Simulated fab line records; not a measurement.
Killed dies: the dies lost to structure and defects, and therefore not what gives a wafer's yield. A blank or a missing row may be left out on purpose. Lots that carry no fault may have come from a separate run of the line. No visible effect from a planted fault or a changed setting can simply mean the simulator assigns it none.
Check of tool commonality    flow rit-cmos    Sample size 14 lots and 42 wafers

## REASON IT WAS OPENED
RIT_NWELL_TW_MEAS_10, reading NWELL_TW: flagged on 2 of 14 lots. Wafers without a fault read 2144, standard deviation 16.
Rule: flag the lot when none of its wafers has a number, or when each of its wafers that has one lies beyond 4 standard deviations from that mean. All remaining lots are regarded as sound.

lot   measured     on             NWELL_TW, wafer by wafer  flag
L272  day 1 21:03  film-metro-01  2116 2108 2128            
L273  day 2 02:58  film-metro-02  2157 2150 2146            
L274  day 2 09:14  film-metro-03  2142 2142 2147            
L276  day 2 17:14  film-metro-03  2159 2149 2146            
L277  day 2 21:56  film-metro-01  2124 2121 2120            
L278  day 3 03:15  film-metro-02  2153 2157 2160            
L279  day 3 10:11  film-metro-01  2155 2151 2154            
L280  day 3 13:27  film-metro-02  2158 2151 2157            
L282  day 4 00:38  film-metro-01  2109 2123 2114            
L283  day 4 05:59  film-metro-01  2135 2145 2120            
L284  day 4 10:55  film-metro-03  2146 2148 2137            
L287  day 5 00:24  film-metro-03  2270 2267 2267            FLAGGED
L289  day 5 13:53  film-metro-01  2143 2147 2149            
L290  day 5 20:47  film-metro-02  2259 2264 2264            FLAGGED
On average the flagged lots' numbers are 2265, which is +121 against the usual, or +8 standard deviations.

## WHICH TOOL RAN EACH LOT
The record keeps 1 process step preceding the reading, out of 202 steps on the route. Read each cell as the tool, then ch plus the chambers that the sampled wafers visited, then the start.
lot   flag     RIT_NWELL_IMPLANT_08
L272           implanter-03 ch 0, day 1 20:44
L273           implanter-03 ch 0, day 2 02:39
L274           implanter-01 ch 0, day 2 08:55
L276           implanter-01 ch 0, day 2 16:55
L277           implanter-03 ch 0, day 2 21:36
L278           implanter-03 ch 0, day 3 02:57
L279           implanter-01 ch 0, day 3 09:52
L280           implanter-04 ch 0, day 3 13:08
L282           implanter-04 ch 0, day 4 00:19
L283           implanter-01 ch 0, day 4 05:40
L284           implanter-01 ch 0, day 4 10:35
L287  FLAGGED  implanter-01 ch 0, day 5 00:04
L289           implanter-03 ch 0, day 5 13:34
L290  FLAGGED  implanter-01 ch 0, day 5 20:28
What these steps do:
- RIT_NWELL_IMPLANT_08
- RIT_NWELL_TW_MEAS_10

## FLAGGED OVER TOTAL, TOOL BY TOOL (the gauges that took the reading come last)
step                  tool           lots run  flagged  share of the flagged lots  sound lots run after its first flagged lot
RIT_NWELL_IMPLANT_08  implanter-01   7         2        all                        0
RIT_NWELL_IMPLANT_08  implanter-03   5         0        none                       -
RIT_NWELL_IMPLANT_08  implanter-04   2         0        none                       -
RIT_NWELL_TW_MEAS_10  film-metro-01  6         0        none                       -
RIT_NWELL_TW_MEAS_10  film-metro-02  4         1        some                       0
RIT_NWELL_TW_MEAS_10  film-metro-03  4         1        some                       0

## WHAT THE TABLE ALLOWS
Rows of the table that ran each flagged lot: 1, that is implanter-01 at RIT_NWELL_IMPLANT_08.
- implanter-01 at RIT_NWELL_IMPLANT_08 ran 7 lots, 2 of them flagged. A fault beginning between L284 (day 4 10:35), its last sound lot, and L287 (day 5 00:04), its first flagged one, fits the data. Its own readings (beam-energy-keV) fall more than 4 standard deviations out on all wafers of the flagged lots.
Just one tool remains: implanter-01 at RIT_NWELL_IMPLANT_08.

## WHAT THE SIMULATOR HAD PUT IN
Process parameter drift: implanter-01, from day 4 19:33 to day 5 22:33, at RIT_NWELL_IMPLANT_08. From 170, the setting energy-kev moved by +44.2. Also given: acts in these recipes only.
Shown lots that were struck: L287, L290. The rule above reached the same finding.
